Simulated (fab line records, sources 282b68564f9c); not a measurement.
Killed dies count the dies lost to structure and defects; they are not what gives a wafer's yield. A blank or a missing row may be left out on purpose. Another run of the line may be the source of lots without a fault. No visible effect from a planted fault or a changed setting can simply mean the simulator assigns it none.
Comparing a struck lot with a sound one    flow rit cmos    43 steps out of a route of 202
Sound: the wafers L482.1, L482.3, L482.5. Struck: wafers L495.2, L495.5, L495.6. The cause is named last.
Each step with rows lists, per side, the tool, then ch with its chambers, then its first start. Under that, the readings that differ: sound wafers    struck wafers    difference of the means    sigmas: that difference in standard deviations of wafers without a fault.
alike: a reading whose means differ by less than 2 such deviations, as well as words and numbers matching on both sides. not compared: withheld readings; readings where some wafer has no value; bounds like >300 that might hide an equal value; numbers whose values overlap and for which the record gives no deviation.
A row with sigmas, a row that says differs or no value, or rows on one side alone: a step with any of these is where the two part. Numbers that have no deviation but don't overlap get no sigmas and don't part them. Lack of a reading on every wafer of one side parts them only where that side has two or more wafers.

first, 2 steps without rows for these wafers: RIT_NLDD_HARDBAKE_07 (time 60 s); RIT_NLDD_IMPLANT_08.
RIT_NLDD_STRIP_09: strips in O2, time 180 s.
  sound on plasma asher-03 ch 0,1, day 2 20:07; struck on plasma asher-02 ch 0,1, day 5 12:11
  alike: drypump motor current A
  not compared: rf hours counter h
RIT_NLDD_TW_MEAS_10:
  sound: film metro-03 at day 2 20:17; struck: film metro-04 at day 5 12:23
  alike: NLDD_TW
then, 6 steps without rows for these wafers: RIT_PLDD_HMDS_00 (prime time 60 s); RIT_PLDD_COAT_01 (resist thk 1000 nm); RIT_PLDD_SOFTBAKE_02 (time 60 s); RIT_PLDD_EXPOSE_03 (exposes mask M8, target cd 40900 nm); RIT_PLDD_PEB_04; RIT_PLDD_DEVELOP_05 (develop time 50 s).
RIT_PLDD_OVL_MEAS_06:
  sound: overlay-01 at day 2 21:15; struck: overlay-02 at day 5 13:25
  alike: PLDD_OVL
then, 1 step without rows for these wafers: RIT_PLDD_HARDBAKE_07 (time 60 s).
RIT_PLDD_IMPLANT_08:
  sound on implanter-03 ch 0, day 2 21:26; struck on implanter-02 ch 0, day 5 13:37
reading             sound                          struck                           difference  sigmas
dose ions cm2       9.009e+14 9.017e+14 9.016e+14  1.499e+15 1.5004e+15 1.4986e+15  +5.979e+14  +99 or more
faraday current uA  2854 2888 2768                 4555 4722 4793                   +1853       +36
  alike: end station pressure torr
RIT_PLDD_STRIP_09: strips in O2, time 180 s.
  sound on plasma asher-04 ch 0,1, day 2 21:35; struck on plasma asher-04 ch 0,1, day 5 13:44
  alike: drypump motor current A
  not compared: rf hours counter h
RIT_PLDD_TW_MEAS_10:
  sound: film metro-03 at day 2 21:46; struck: film metro-02 at day 5 14:09
reading  sound           struck          difference  sigmas
PLDD_TW  2369 2372 2357  2583 2583 2592  +220        +10
  not compared: hold
then, 3 steps without rows for these wafers: RIT_SPACER_CLEAN_01 (cleans in dHF, time 30 s); RIT_SPACER_CLEAN_02 (cleans in SC2, time 600 s); RIT_SPACER_CVD_03 (deposits Si3N4 from SiH2Cl2/NH3, target thk 250 nm, time 3300 s).
RIT_SPACER_THK_MEAS_04:
  sound: film metro-01 at day 3 00:06; struck: film metro-01 at day 5 18:46
  alike: SPACER_NITRIDE_THK
RIT_SPACER_ETCHBACK_05: etches Si3N4 in SF6/CHF3, stops on SiO2, target depth 250 nm, time 240 s.
  sound on rie diel-01 ch 0,1,3, day 3 00:10; struck on rie diel-01 ch 0,1,3, day 5 18:49
  alike: drypump motor current A, oes product au, throttle valve pct
  not compared: rf hours counter h
then, 6 steps without rows for these wafers: RIT_NSD_HMDS_00 (prime time 60 s); RIT_NSD_COAT_01 (resist thk 1000 nm); RIT_NSD_SOFTBAKE_02 (time 60 s); RIT_NSD_EXPOSE_03 (exposes mask M9, target cd 40700 nm); RIT_NSD_PEB_04; RIT_NSD_DEVELOP_05 (develop time 50 s).
RIT_NSD_OVL_MEAS_06:
  sound: overlay-01 at day 3 01:10; struck: overlay-02 at day 5 20:00
  alike: NSD_OVL
then, 2 steps without rows for these wafers: RIT_NSD_HARDBAKE_07 (time 60 s); RIT_NSD_IMPLANT_08.
RIT_NSD_STRIP_09: strips in O2, time 180 s.
  sound on plasma asher-04 ch 0,1, day 3 01:30; struck on plasma asher-04 ch 0,1, day 5 21:34
  alike: drypump motor current A
  not compared: rf hours counter h
RIT_NSD_TW_MEAS_10:
  sound: film metro-04 at day 3 01:40; struck: film metro-03 at day 5 21:44
  alike: NSD_TW
then, 6 steps without rows for these wafers: RIT_PSD_HMDS_00 (prime time 60 s); RIT_PSD_COAT_01 (resist thk 1000 nm); RIT_PSD_SOFTBAKE_02 (time 60 s); RIT_PSD_EXPOSE_03 (exposes mask M10, target cd 40900 nm); RIT_PSD_PEB_04; RIT_PSD_DEVELOP_05 (develop time 50 s).
RIT_PSD_OVL_MEAS_06:
  sound: overlay-02 at day 3 02:43; struck: overlay-01 at day 5 22:57
  alike: PSD_OVL
then, 2 steps without rows for these wafers: RIT_PSD_HARDBAKE_07 (time 60 s); RIT_PSD_IMPLANT_08.
RIT_PSD_STRIP_09: strips in O2, time 180 s.
  sound on plasma asher-01 ch 0,1, day 3 03:19; struck on plasma asher-04 ch 0,1, day 5 23:25
  alike: drypump motor current A
  not compared: rf hours counter h
RIT_SDANNEAL_RS_MEAS_06: uses a four-point probe to measure.
  sound: film metro-03 at day 3 04:13; struck: film metro-04 at day 6 00:40
reading           sound              struck             difference  sigmas
PLDD_RS (ohm/sq)  178.6 178.0 178.8  156.5 156.5 155.8  -22.2       -50
  not compared: hold
RIT_M1_PROBE_99:
  the record has rows for the sound wafers here (prober-01, day 3 12:44) and none for the struck ones

== WHERE THEY PART ==
Last at RIT_M1_PROBE_99 as far as this record goes, first at RIT_PLDD_IMPLANT_08.

WHY: what the simulator had put in
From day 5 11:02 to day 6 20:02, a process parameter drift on implanter-02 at RIT_PLDD_IMPLANT_08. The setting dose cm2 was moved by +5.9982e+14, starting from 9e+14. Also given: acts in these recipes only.
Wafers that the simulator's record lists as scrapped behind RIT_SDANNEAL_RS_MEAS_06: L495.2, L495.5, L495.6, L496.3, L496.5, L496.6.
